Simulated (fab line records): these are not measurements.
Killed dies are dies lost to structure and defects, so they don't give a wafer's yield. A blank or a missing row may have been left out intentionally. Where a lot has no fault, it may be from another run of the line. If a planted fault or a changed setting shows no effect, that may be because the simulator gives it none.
fab line records    flow berkeley_cmos170
record lots=5  wafers=23
route steps=331 shown M1@238 M2@272 M3@327
start_h: start of the lot's first displayed wafer, in hours after the record's first day    wait_h: how many hours have passed since the lot's step before this one    " as in the row above    L1.1+2: several wafers, shown together as one row    - value missing, or start not given    * or withheld: withheld    < > ~ a bound
route shown NAME@n: names a module that has steps shown in the file, with the first one's number in the route    usual: average and standard deviation across the fault-free wafers    same: alike in all rows    chamber/n: place in a boat    sites: the reading at each site    _std_site: their standard deviation    _edge_site: outer sites' mean less inner sites'    radius_mm: how far each site lies from the wafer's centre    mask NAME#n: copy n    behind: the last tool/chamber to shape the wafer    hold: why the lot went on hold/how many hours it stayed there/how the hold came to an end    device: transistor that didn't switch, given as n, p or np    end of line: the route-end tests of the same wafers    for a step that has no rows: nothing shown but its recipe    killed: count of dies lost to structure and defects at first sort (not the wafer's yield)    map: dies across one wafer; x = killed, . = not, _ = none there
set.NAME: the setting as run; set.NAME@STEP: as run at that earlier step    model.NAME: the simulator's own value behind a step, which no gauge read
lots with deliberately changed settings; one table per step, one row per wafer
## steps
# step UCB170_M1_SPUTTER_00
# recipe material=Al  target_thk_nm=600  time_s=80  power_w=6000  chamber_pressure_pa=0.5
lot.wafer  tool            chamber  start_h  wait_h  set.time_s  model.Al_of_M1_SPUTTER_00.thk_nm
L075.1     pvd_sputter-04  -        155.35   0.0     87.43       663
L075.2     "               -        "        "       87.43       661.5
L075.4     "               -        "        "       80          614
L075.5     "               -        "        "       87.43       666.6
L075.6     "               -        "        "       80          607.1
L080.1     pvd_sputter-03  -        177.44   0.0     80          610.1
L080.2     "               -        "        "       80          602.5
L080.4     "               -        "        "       80          602.2
L080.5     "               -        "        "       87.92       663
L080.6     "               -        "        "       87.92       667.1
L081.1     pvd_sputter-02  -        177.58   0.0     80          604.6
L081.2     "               -        "        "       73.33       552
L081.3     "               -        "        "       73.33       550.7
L081.4     "               -        "        "       80          599.7
L081.5     "               -        "        "       73.33       551.5
L083.3     pvd_sputter-02  -        193.15   0.0     80          600.2
L083.4     "               -        "        "       80          603.8
L083.5     "               -        "        "       80          607.1
L085.1     pvd_sputter-04  -        193.87   0.0     68.59       515.5
L085.3     "               -        "        "       80          605.9
L085.4     "               -        "        "       80          610.5
L085.5     "               -        "        "       68.59       518.3
L085.6     "               -        "        "       80          601.2
# step UCB170_M1_RS_MEAS_01
# recipe thk_meas_gauge=four-point-probe  reads=Al_of_M1_SPUTTER_00
# usual M1_AL_RS=0.0481/0.00052
lot.wafer  tool           chamber  start_h  wait_h  set.time_s@M1_SPUTTER_00  M1_AL_RS[ohm/sq]
L075.1     film_metro-04  -        155.41   0.0     87.43                     0.0438
L075.2     "              -        "        "       87.43                     0.0438
L075.4     "              -        "        "       80                        0.0473
L075.5     "              -        "        "       87.43                     0.0435
L075.6     "              -        "        "       80                        0.0480
L080.1     film_metro-02  -        177.51   0.0     80                        0.0477
L080.2     "              -        "        "       80                        0.0482
L080.4     "              -        "        "       80                        0.0483
L080.5     "              -        "        "       87.92                     0.0437
L080.6     "              -        "        "       87.92                     0.0435
L081.1     film_metro-04  -        177.64   0.0     80                        0.0482
L081.2     "              -        "        "       73.33                     0.0527
L081.3     "              -        "        "       73.33                     0.0530
L081.4     "              -        "        "       80                        0.0486
L081.5     "              -        "        "       73.33                     0.0529
L083.3     film_metro-03  -        193.25   0.1     80                        0.0484
L083.4     "              -        "        "       80                        0.0481
L083.5     "              -        "        "       80                        0.0479
L085.1     film_metro-03  -        193.93   0.0     68.59                     0.0566
L085.3     "              -        "        "       80                        0.0481
L085.4     "              -        "        "       80                        0.0476
L085.5     "              -        "        "       68.59                     0.0563
L085.6     "              -        "        "       80                        0.0485
# step UCB170_M1_THK_MEAS_02
# recipe thk_meas_gauge=xrf  reads=Al_of_M1_SPUTTER_00
# usual M1_AL_THK=597/7.3
lot.wafer  tool           chamber  start_h  wait_h  set.time_s@M1_SPUTTER_00  M1_AL_THK[nm]
L075.1     film_metro-04  -        155.53   0.1     87.43                     658
L075.2     "              -        "        "       87.43                     653
L075.4     "              -        "        "       80                        613
L075.5     "              -        "        "       87.43                     658
L075.6     "              -        "        "       80                        602
L080.1     film_metro-02  -        177.63   0.1     80                        597
L080.2     "              -        "        "       80                        592
L080.4     "              -        "        "       80                        592
L080.5     "              -        "        "       87.92                     652
L080.6     "              -        "        "       87.92                     657
L081.1     film_metro-04  -        177.76   0.1     80                        603
L081.2     "              -        "        "       73.33                     551
L081.3     "              -        "        "       73.33                     554
L081.4     "              -        "        "       80                        598
L081.5     "              -        "        "       73.33                     547
L083.3     film_metro-03  -        193.35   0.1     80                        593
L083.4     "              -        "        "       80                        595
L083.5     "              -        "        "       80                        597
L085.1     film_metro-03  -        194.05   0.1     68.59                     509
L085.3     "              -        "        "       80                        599
L085.4     "              -        "        "       80                        605
L085.5     "              -        "        "       68.59                     513
L085.6     "              -        "        "       80                        593
# step UCB170_M1_COAT_03
# recipe resist=BARC  temp_c=withheld  time_s=withheld  spin_rpm=3000  resist_thk_nm=withheld
# step UCB170_M1_COAT_04
# recipe resist=KrF  spin_rpm=1500  resist_thk_nm=900
# step UCB170_M1_ETCH_11
# recipe chemistry=N2/H2  target_depth_a=withheld  overetch_a=withheld  target=BARC  time_s=withheld  source_w=500  bias_w=100  pressure_mtorr=30  n2_flow_sccm=100  h2_flow_sccm=200
# step UCB170_M1_METAL_ETCH_12
# recipe chemistry=Cl2/BCl3  target=Al  stop_on=PSG  pressure_mtorr=12  target_depth_a=7800  over_etch_frac=0.3  time_s=130  icp_w=600  bias_w=120  Cl2_flow_sccm=90  bcl3_flow_sccm=45
# usual oes_product_au=0.859/0.011
lot.wafer  tool          chamber  start_h  wait_h  set.time_s@M1_SPUTTER_00  oes_product_au
L075.1     rie_metal-03  0        157.47   -       87.43                     0.900
L075.2     "             1        "        "       87.43                     0.896
L075.4     "             1        "        "       80                        0.878
L075.5     "             1        "        "       87.43                     0.907
L075.6     "             0        "        "       80                        0.850
L080.1     rie_metal-04  1        178.85   -       80                        0.857
L080.2     "             0        "        "       80                        0.860
L080.4     "             0        "        "       80                        0.854
L080.5     "             0        "        "       87.92                     0.907
L080.6     "             1        "        "       87.92                     0.905
L081.1     rie_metal-03  0        179.35   -       80                        0.847
L081.2     "             1        "        "       73.33                     0.818
L081.3     "             0        "        "       73.33                     0.809
L081.4     "             1        "        "       80                        0.854
L081.5     "             0        "        "       73.33                     0.809
L083.3     rie_metal-04  0        195.57   -       80                        0.859
L083.4     "             1        "        "       80                        0.854
L083.5     "             0        "        "       80                        0.863
L085.1     rie_metal-03  1        195.72   -       68.59                     0.794
L085.3     "             0        "        "       80                        0.852
L085.4     "             1        "        "       80                        0.873
L085.5     "             0        "        "       68.59                     0.783
L085.6     "             1        "        "       80                        0.867
# step UCB170_M2_SPUTTER_01
# recipe material=Al  target_thk_nm=900  time_s=120  power_w=6000  chamber_pressure_pa=0.5
lot.wafer  tool            chamber  start_h  wait_h  set.power_w  model.Al_of_M2_SPUTTER_01.thk_nm
L075.1     pvd_sputter-03  -        166.79   0.0     6219         932.6
L075.2     "               -        "        "       6219         933.4
L075.4     "               -        "        "       6219         933.1
L075.5     "               -        "        "       6000         902.9
L075.6     "               -        "        "       6000         901.6
L080.1     pvd_sputter-04  -        185.19   0.0     6000         903.2
L080.2     "               -        "        "       6000         892
L080.4     "               -        "        "       6000         900.1
L080.5     "               -        "        "       6000         899.4
L080.6     "               -        "        "       6000         895.5
L081.1     pvd_sputter-03  -        185.28   0.0     5380         812.5
L081.2     "               -        "        "       5380         811
L081.3     "               -        "        "       6000         901.1
L081.4     "               -        "        "       5380         811.2
L081.5     "               -        "        "       6000         898.9
L085.1     pvd_sputter-01  -        201.50   0.0     6000         915.8
L085.3     "               -        "        "       6000         912.5
L085.4     "               -        "        "       6568         993.4
L085.5     "               -        "        "       6568         999.8
L085.6     "               -        "        "       6568         1002
L083.3     pvd_sputter-04  -        201.81   0.0     6000         900.2
L083.4     "               -        "        "       6000         899.8
L083.5     "               -        "        "       6000         893.5
# step UCB170_M2_RS_MEAS_02
# recipe thk_meas_gauge=four-point-probe  reads=Al_of_M2_SPUTTER_01
# usual M2_AL_RS=0.032/0.00021
lot.wafer  tool           chamber  start_h  wait_h  set.power_w@M2_SPUTTER_01  M2_AL_RS[ohm/sq]
L075.1     film_metro-01  -        166.87   0.0     6219                       0.03109
L075.2     "              -        "        "       6219                       0.03101
L075.4     "              -        "        "       6219                       0.03105
L075.5     "              -        "        "       6000                       0.03204
L075.6     "              -        "        "       6000                       0.03213
L080.1     film_metro-03  -        185.27   0.0     6000                       0.03198
L080.2     "              -        "        "       6000                       0.03243
L080.4     "              -        "        "       6000                       0.03206
L080.5     "              -        "        "       6000                       0.03208
L080.6     "              -        "        "       6000                       0.03239
L081.1     film_metro-01  -        185.36   0.0     5380                       0.03575
L081.2     "              -        "        "       5380                       0.0357
L081.3     "              -        "        "       6000                       0.03213
L081.4     "              -        "        "       5380                       0.03572
L081.5     "              -        "        "       6000                       0.03215
L085.1     film_metro-01  -        201.58   0.0     6000                       0.03159
L085.3     "              -        "        "       6000                       0.03174
L085.4     "              -        "        "       6568                       0.02913
L085.5     "              -        "        "       6568                       0.02891
L085.6     "              -        "        "       6568                       0.02884
L083.3     film_metro-04  -        201.93   0.1     6000                       0.0321
L083.4     "              -        "        "       6000                       0.03224
L083.5     "              -        "        "       6000                       0.03242
# step UCB170_M2_THK_MEAS_03
# recipe thk_meas_gauge=xrf  reads=Al_of_M2_SPUTTER_01
# usual M2_AL_THK=897/7.2
lot.wafer  tool           chamber  start_h  wait_h  set.power_w@M2_SPUTTER_01  M2_AL_THK[nm]
L075.1     film_metro-01  -        166.99   0.1     6219                       924
L075.2     "              -        "        "       6219                       926
L075.4     "              -        "        "       6219                       928
L075.5     "              -        "        "       6000                       899
L075.6     "              -        "        "       6000                       894
L080.1     film_metro-03  -        185.39   0.1     6000                       891
L080.2     "              -        "        "       6000                       881
L080.4     "              -        "        "       6000                       888
L080.5     "              -        "        "       6000                       892
L080.6     "              -        "        "       6000                       884
L081.1     film_metro-01  -        185.48   0.1     5380                       807
L081.2     "              -        "        "       5380                       810
L081.3     "              -        "        "       6000                       894
L081.4     "              -        "        "       5380                       807
L081.5     "              -        "        "       6000                       893
L085.1     film_metro-01  -        201.70   0.1     6000                       906
L085.3     "              -        "        "       6000                       904
L085.4     "              -        "        "       6568                       984
L085.5     "              -        "        "       6568                       989
L085.6     "              -        "        "       6568                       994
L083.3     film_metro-04  -        202.03   0.1     6000                       891
L083.4     "              -        "        "       6000                       895
L083.5     "              -        "        "       6000                       885
# step UCB170_M2_SOFTBAKE_11
# recipe resist=KrF  temp_c=130  time_s=60
lot.wafer       tool            chamber  start_h  wait_h  set.temp_c
L075.1+6        litho_track-02  0        -        -       130
L075.2+4+5      "               0        "        "       132.2
L080.1+2+4+5+6  litho_track-03  0        -        -       130
L081.1+4+5      litho_track-04  0        -        -       130
L081.2+3        "               0        "        "       133
L083.3+4+5      litho_track-04  0        -        -       130
L085.1+3+4+5+6  litho_track-03  0        -        -       130
# step UCB170_M2_EXPOSE_12
# recipe mask_id=METAL2  target_cd_nm=700  na=0.5  sigma_outer=0.6  source_shape=conventional  dose_mj=26
# step UCB170_M2_PEB_13
# recipe peb_temp_c=130  peb_time_s=withheld  resist=KrF
# step UCB170_M2_ETCH_17
# recipe chemistry=N2/H2  target_depth_a=withheld  overetch_a=withheld  target=BARC  time_s=withheld  source_w=500  bias_w=100  pressure_mtorr=30  n2_flow_sccm=100  h2_flow_sccm=200
# step UCB170_M2_METAL_ETCH_18
# recipe chemistry=Cl2/BCl3  target=Al  stop_on=SiO2  pressure_mtorr=12  target_depth_a=11700  over_etch_frac=0.3  time_s=195  icp_w=600  bias_w=120  Cl2_flow_sccm=90  bcl3_flow_sccm=45
# usual oes_product_au=0.855/0.0072
lot.wafer  tool          chamber  start_h  wait_h  set.power_w@M2_SPUTTER_01  oes_product_au
L075.1     rie_metal-02  0        170.82   -       6219                       0.866
L075.2     "             0        "        "       6219                       0.873
L075.4     "             0        "        "       6219                       0.866
L075.5     "             0        "        "       6000                       0.857
L075.6     "             0        "        "       6000                       0.854
L080.1     rie_metal-03  0        187.45   -       6000                       0.853
L080.2     "             1        "        "       6000                       0.856
L080.4     "             1        "        "       6000                       0.863
L080.5     "             0        "        "       6000                       0.847
L080.6     "             1        "        "       6000                       0.851
L081.1     rie_metal-02  0        187.69   -       5380                       0.803
L081.2     "             0        "        "       5380                       0.803
L081.3     "             0        "        "       6000                       0.850
L081.4     "             0        "        "       5380                       0.800
L081.5     "             0        "        "       6000                       0.844
L083.3     rie_metal-02  0        204.61   -       6000                       0.848
L083.4     "             1        "        "       6000                       0.871
L083.5     "             0        "        "       6000                       0.838
L085.1     rie_metal-04  1        204.83   -       6000                       0.859
L085.3     "             1        "        "       6000                       0.860
L085.4     "             0        "        "       6568                       0.907
L085.5     "             1        "        "       6568                       0.913
L085.6     "             0        "        "       6568                       0.913
# step UCB170_M3_METAL_ETCH_18
# recipe chemistry=Cl2/BCl3  target=Al  stop_on=SiO2  pressure_mtorr=12  target_depth_a=11700  over_etch_frac=0.3  time_s=195  icp_w=600  bias_w=120  Cl2_flow_sccm=90  bcl3_flow_sccm=45
# usual oes_product_au=0.853/0.01
lot.wafer  tool          chamber  start_h  wait_h  set.time_s  oes_product_au  model.KrF_of_M3_COAT_10.thk_nm
L075.1     rie_metal-02  0        176.61   -       195         0.857           190.2
L075.2     "             0        "        "       195         0.851           194.9
L075.4     "             0        "        "       167.4       0.929           294.9
L075.5     "             0        "        "       167.4       0.933           291.8
L075.6     "             0        "        "       167.4       0.929           287.2
L080.1     rie_metal-02  0        194.53   -       195         0.866           198.4
L080.2     "             0        "        "       195         0.875           173.8
L080.4     "             0        "        "       195         0.841           170.2
L080.5     "             0        "        "       195         0.870           192.8
L080.6     "             0        "        "       195         0.845           173.6
L081.1     rie_metal-01  0        194.88   -       195         0.851           218.4
L081.2     "             1        "        "       195         0.880           220.8
L081.3     "             0        "        "       168.7       0.918           306.6
L081.4     "             1        "        "       168.7       0.951           309.9
L081.5     "             0        "        "       168.7       0.923           308
L083.3     rie_metal-02  1        210.82   -       195         0.866           207.5
L083.4     "             0        "        "       195         0.852           202.5
L083.5     "             0        "        "       195         0.852           199.7
L085.1     rie_metal-03  0        210.94   -       209         0.836           152.3
L085.3     "             0        "        "       195         0.848           207.6
L085.4     "             1        "        "       209         0.854           153.8
L085.5     "             0        "        "       195         0.844           210
L085.6     "             1        "        "       195         0.849           201.5
# step UCB170_M3_STRIP_19
# recipe chemistry=O2  power_w=400  pressure_mtorr=3500  platen_temp_c=withheld  o2_flow_sccm=400  overash_fraction=0.5
# usual oes_product_au=0.536/0.011
lot.wafer  tool             chamber  start_h  wait_h  set.time_s@M3_METAL_ETCH_18  oes_product_au
L075.1     plasma_asher-01  0        176.99   0.3     195                          0.524
L075.2     "                1        "        "       195                          0.529
L075.4     "                0        "        "       167.4                        0.622
L075.5     "                0        "        "       167.4                        0.633
L075.6     "                1        "        "       167.4                        0.620
L080.1     plasma_asher-03  0        194.91   0.3     195                          0.527
L080.2     "                1        "        "       195                          0.501
L080.4     "                0        "        "       195                          0.497
L080.5     "                1        "        "       195                          0.520
L080.6     "                0        "        "       195                          0.498
L081.1     plasma_asher-03  0        195.07   0.1     195                          0.545
L081.2     "                1        "        "       195                          0.552
L081.3     "                0        "        "       168.7                        0.639
L081.4     "                1        "        "       168.7                        0.640
L081.5     "                0        "        "       168.7                        0.647
L083.3     plasma_asher-01  0        210.98   0.1     195                          0.546
L083.4     "                1        "        "       195                          0.531
L083.5     "                1        "        "       195                          0.530
L085.1     plasma_asher-03  0        211.13   0.1     209                          0.485
L085.3     "                0        "        "       195                          0.533
L085.4     "                1        "        "       209                          0.490
L085.5     "                1        "        "       195                          0.544
L085.6     "                0        "        "       195                          0.532
## key
split step=UCB170_M1_SPUTTER_00  setting=time_s  stated=80  by=wafer
response step=UCB170_M1_SPUTTER_00  reading=model.Al_of_M1_SPUTTER_00.thk_nm  change=+6.08  per=1%  r=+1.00
response step=UCB170_M1_RS_MEAS_01  reading=M1_AL_RS  change=-0.00052  per=1%  r=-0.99
response step=UCB170_M1_THK_MEAS_02  reading=M1_AL_THK  change=+5.96  per=1%  r=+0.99
response step=UCB170_M1_METAL_ETCH_12  reading=oes_product_au  change=+0.00485  per=1%  r=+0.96
split step=UCB170_M2_SPUTTER_01  setting=power_w  stated=6000  by=wafer
response step=UCB170_M2_SPUTTER_01  reading=model.Al_of_M2_SPUTTER_01.thk_nm  change=+8.69  per=1%  r=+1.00
response step=UCB170_M2_RS_MEAS_02  reading=M2_AL_RS  change=-0.000317  per=1%  r=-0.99
response step=UCB170_M2_THK_MEAS_03  reading=M2_AL_THK  change=+8.51  per=1%  r=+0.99
response step=UCB170_M2_METAL_ETCH_18  reading=oes_product_au  change=+0.00478  per=1%  r=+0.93
split step=UCB170_M2_SOFTBAKE_11  setting=temp_c  stated=130  by=wafer
response none clear
split step=UCB170_M3_METAL_ETCH_18  setting=time_s  stated=195  by=wafer
response step=UCB170_M3_METAL_ETCH_18  reading=oes_product_au  change=-0.00456  per=1%  r=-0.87
response step=UCB170_M3_METAL_ETCH_18  reading=model.KrF_of_M3_COAT_10.thk_nm  change=-6.86  per=1%  r=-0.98
response step=UCB170_M3_STRIP_19  reading=oes_product_au  change=-0.00692  per=1%  r=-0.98
